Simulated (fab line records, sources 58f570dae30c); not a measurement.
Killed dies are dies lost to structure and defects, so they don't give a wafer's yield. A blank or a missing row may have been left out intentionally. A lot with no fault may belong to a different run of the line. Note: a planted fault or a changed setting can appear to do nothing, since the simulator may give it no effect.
What tool caused it? :: flow berkeley_cmos170 :: 21 wafers from 7 lots sampled at 2 of the route's 331 steps

## WHAT THE GAUGES SHOWED, per wafer
UCB170_PLDD_TW_MEAS_11.
lot: L165
measured: day 8 03:40
on: film_metro-01
PLDD_TW: 1017 1016 1018

lot: L169
measured: day 8 22:13
on: film_metro-01
PLDD_TW: 1011 1012 1008

lot: L171
measured: day 8 23:11
on: film_metro-01
PLDD_TW: 1013 1016 1014

lot: L178
measured: day 10 06:28
on: film_metro-03
PLDD_TW: 974 977 976 979 976 975

lot: L177
measured: day 10 06:52
on: film_metro-03
PLDD_TW: 974 979 974 977 982 978

lot: L185
measured: day 11 17:47
on: film_metro-03
PLDD_TW: 1018 1020 1019

lot: L187
measured: day 12 02:30
on: film_metro-01
PLDD_TW: 1011 1010 1016

## TOOL THAT RAN EACH LOT (tool first, then ch and the chambers of the sampled wafers, then the start)
lot: L165
UCB170_PLDD_IMPLANT_08: implanter-04 ch 0, day 8 03:17

lot: L169
UCB170_PLDD_IMPLANT_08: implanter-04 ch 0, day 8 21:50

lot: L171
UCB170_PLDD_IMPLANT_08: implanter-03 ch 0, day 8 22:49

lot: L178
UCB170_PLDD_IMPLANT_08: implanter-03 ch 0, day 10 06:04

lot: L177
UCB170_PLDD_IMPLANT_08: implanter-03 ch 0, day 10 06:28

lot: L185
UCB170_PLDD_IMPLANT_08: implanter-01 ch 0, day 11 17:24

lot: L187
UCB170_PLDD_IMPLANT_08: implanter-04 ch 0, day 12 02:06
- UCB170_PLDD_IMPLANT_08

## THE ANSWER, worked out from the rows above alone
Rule: what is usual is taken from the lots themselves. Put in order of their means at a reading, lots are off if they are a third of the lots or fewer, leave a main group of 4 or more, and stand apart from it by a gap of 3 or more times the standard deviation of the main group's means; of several such gaps the widest counts. A main group is skipped when, at the precision printed for the reading in the tables above, its means are all equal. A lot without any number at a reading at which 4 lots or more have one is off too. Any other lot the step has rows for is counted as sound.
Off: L178, L177, seen at UCB170_PLDD_TW_MEAS_11 (PLDD_TW). Mean 1015 and standard deviation 3.1 in the main group.
If a tool, at a process step before that reading, ran all the lots that are off and no sound lot after the first of them, it fits. The gauges at UCB170_PLDD_TW_MEAS_11 are tried like those tools. One candidate fits, namely implanter-03 at UCB170_PLDD_IMPLANT_08. A fault onset in the window from L171 (day 8 22:49, its last sound lot) to L178 (day 10 06:04, its first lot off) fits.

## WHAT THE SIMULATOR HAD PUT IN
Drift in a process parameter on implanter-03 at UCB170_PLDD_IMPLANT_08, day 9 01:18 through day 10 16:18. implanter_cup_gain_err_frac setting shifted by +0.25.
Struck lots among those shown: L178, L177. The rule above reached the same finding.
